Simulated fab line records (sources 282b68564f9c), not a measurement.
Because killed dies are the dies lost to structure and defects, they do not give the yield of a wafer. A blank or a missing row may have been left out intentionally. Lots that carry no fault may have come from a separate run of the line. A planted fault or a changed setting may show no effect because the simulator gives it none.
Split-lot study    flow rit cmos    on a route of 202 steps: 5 lots, 23 wafers read

## ON THE SPLIT
At RIT_ACTIVE_OXIDATION_01 (target thk 46.8 nm, ox time 3360 s), the setting ox time s was moved away from the recipe's 3360 s on 15 of the 23 wafers read, by -11.0% to +7.6%. All remaining wafers had this setting at the recipe value.

The reading comes from the split's own step.

## THE READING
SiO2_of_ACTIVE_OXIDATION_01.thk nm (the simulator's own value, which no gauge read), in nm, at RIT_ACTIVE_OXIDATION_01 (target thk 46.8 nm, ox time 3360 s). The file gives no usual value for it. Across the 8 wafers here that went through the recipe, the average is 46.86 nm and the standard deviation 1.1 nm.

wafer   tool, chamber at the split  ox time s as run, s  against the recipe  SiO2_of_ACTIVE_OXIDATION_01.thk nm, nm  against lot-mates on the recipe
L076.1  furnace-03, 0               3360                 recipe              47.75                                   -
L076.2  furnace-03, 0               3360                 recipe              48.18                                   -
L076.6  furnace-03, 0               3360                 recipe              48.48                                   -
L077.2  -, -                        2989                 -11.0%              44.46                                   no lot-mate on the recipe
L077.3  -, -                        2989                 -11.0%              44.52                                   no lot-mate on the recipe
L077.4  -, -                        2989                 -11.0%              43.53                                   no lot-mate on the recipe
L077.5  -, -                        2989                 -11.0%              44.86                                   no lot-mate on the recipe
L077.6  -, -                        2989                 -11.0%              44.69                                   no lot-mate on the recipe
L079.2  -, -                        3616                 +7.6%               47.94                                   no lot-mate on the recipe
L079.3  -, -                        3616                 +7.6%               47.84                                   no lot-mate on the recipe
L079.4  -, -                        3616                 +7.6%               47.91                                   no lot-mate on the recipe
L079.5  -, -                        3616                 +7.6%               47.34                                   no lot-mate on the recipe
L079.6  -, -                        3616                 +7.6%               47.54                                   no lot-mate on the recipe
L080.1  -, -                        3360                 recipe              46.57                                   -
L080.2  -, -                        3360                 recipe              45.66                                   -
L080.4  -, -                        3360                 recipe              45.58                                   -
L080.5  -, -                        3360                 recipe              45.68                                   -
L080.6  -, -                        3360                 recipe              46.97                                   -
L084.1  -, -                        3003                 -10.6%              43.61                                   no lot-mate on the recipe
L084.2  -, -                        3003                 -10.6%              42.95                                   no lot-mate on the recipe
L084.3  -, -                        3003                 -10.6%              42.95                                   no lot-mate on the recipe
L084.4  -, -                        3003                 -10.6%              43.03                                   no lot-mate on the recipe
L084.5  -, -                        3003                 -10.6%              43.95                                   no lot-mate on the recipe

THE FIT
A straight line over all 23 wafers: SiO2_of_ACTIVE_OXIDATION_01.thk nm changes by +0.223 nm for each +1% of ox time s; r = +0.88; the points scatter about the line by 0.93 nm.
Too few moved wafers with a lot-mate on the recipe to fit a line net of each lot's own level.

## FILE'S OWN FIT
SiO2_of_ACTIVE_OXIDATION_01.thk nm changes by +0.222 nm for each +1% of ox time s, r = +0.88.
